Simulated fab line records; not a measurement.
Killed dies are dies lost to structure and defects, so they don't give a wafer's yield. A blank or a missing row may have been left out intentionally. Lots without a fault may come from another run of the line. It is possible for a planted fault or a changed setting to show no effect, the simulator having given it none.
8D (eight disciplines) problem report, filled in by code || flow rit_cmos || the parts of the form that need people (team, actions taken, sign-off) are left out

1. WHAT WENT WRONG
Mean ACTIVE_OXIDE_THK at RIT_ACTIVE_THK_MEAS_02: 41.0 nm over 6 wafers in 2 lots; fault-free wafers: 46.6 nm, standard deviation 0.88. That puts it -6.3 standard deviations away from the usual mean.
First observed at day 5 16:36: wafer L504.1, on film_metro-02. Wafers with a number at this step in the record: 42, from 14 lots. By rule, "out" or "out of limits" means more than 4 standard deviations away from the usual mean. The other wafers with a number count as sound.

2. WHAT THIS IS AND IS NOT
{"question": "which readings at this step", "is": "ACTIVE_OXIDE_THK", "is not": "-"}
{"question": "which lots", "is": "L504, L505", "is not": "L485, L486, L489, L491, L492, L493, L494, L495, L496, L497, L501, L502"}
{"question": "which wafers of those lots", "is": "all that have a number", "is not": "-"}
{"question": "read on which gauges", "is": "film_metro-02, film_metro-03", "is not": "film_metro-01"}
{"question": "when", "is": "from day 5 16:36", "is not": "up to then (36 sound wafers)"}

3. SUSPECTS, AND WHAT RULES EACH OUT
Counting: a tool at any process step up to the reading remains a suspect when it ran all the lots that are out and ran no sound lot after the first of those.
- the gauge at RIT_ACTIVE_THK_MEAS_02 is ruled out. Those wafers that are out were read across 2 gauges (film_metro-02, film_metro-03).
- furnace-04 at RIT_ACTIVE_OXIDATION_01 (target thk 46.8 nm, ox time 3360 s): kept. It ran every lot that is out, first L504 (day 5 14:40), and no sound lot after that; its last sound lot up to then is L501 (day 4 23:28). Its own spike_tc_centre_C, tube_center_temp_C, tube_center_temp_C_max readings are out on those wafers.
The count leaves furnace-04 at RIT_ACTIVE_OXIDATION_01.

4. THE CAUSE (what the simulator had put in)
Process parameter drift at RIT_ACTIVE_OXIDATION_01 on furnace-04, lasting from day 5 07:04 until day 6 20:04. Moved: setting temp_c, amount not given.
Only this tool survived the counting.

5. SEQUENCE OF EFFECTS, ordered by route
Each row: a reading where the mean over the struck wafers with a number is more than 3 standard deviations away from the usual. Scope: only readings with a usual standard deviation given in the record; hours: median across lots of the time from each lot's start at the first step in this table that gives one to its start at this step; sigmas: change in usual standard deviations.
{"hours": 0, "step": "RIT_ACTIVE_OXIDATION_01", "reading": "spike_tc_centre_C", "usual": "1002.3 C", "on struck wafers": 988.6, "change": -13.7, "sigmas": -8.0}
{"hours": 0, "step": "RIT_ACTIVE_OXIDATION_01", "reading": "spike_tc_load_C", "usual": "1026 C", "on struck wafers": 1015, "change": -11, "sigmas": -3.6}
{"hours": 0, "step": "RIT_ACTIVE_OXIDATION_01", "reading": "tube_center_temp_C", "usual": "1000 C", "on struck wafers": 988, "change": -12, "sigmas": "-99 or more"}
{"hours": 0, "step": "RIT_ACTIVE_OXIDATION_01", "reading": "tube_center_temp_C_max", "usual": 1002.6, "on struck wafers": 990.9, "change": -11.7, "sigmas": -29}
{"hours": 2, "step": "RIT_ACTIVE_THK_MEAS_02", "reading": "ACTIVE_OXIDE_THK", "usual": "46.6 nm", "on struck wafers": 41.0, "change": -5.6, "sigmas": -6.3}
Process steps it contains:
- RIT_ACTIVE_OXIDATION_01: target thk 46.8 nm, ox time 3360 s.

6. HOW IT WOULD HAVE BEEN CAUGHT EARLIER
Counted from the fault's start at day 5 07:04, it took 10 hours until the first out-of-limits reading at a measuring or inspecting step in this record, taken at day 5 16:36.
Tool's own readings at RIT_ACTIVE_OXIDATION_01, spike_tc_centre_C, tube_center_temp_C, tube_center_temp_C_max: out on all struck wafers the step has rows for; an alarm limit on them would have tripped on the first.
Among the 2 lots that are out, L505 began RIT_ACTIVE_OXIDATION_01 on furnace-04 after day 5 16:36. It would have been spared by a hold on the tool at that moment.
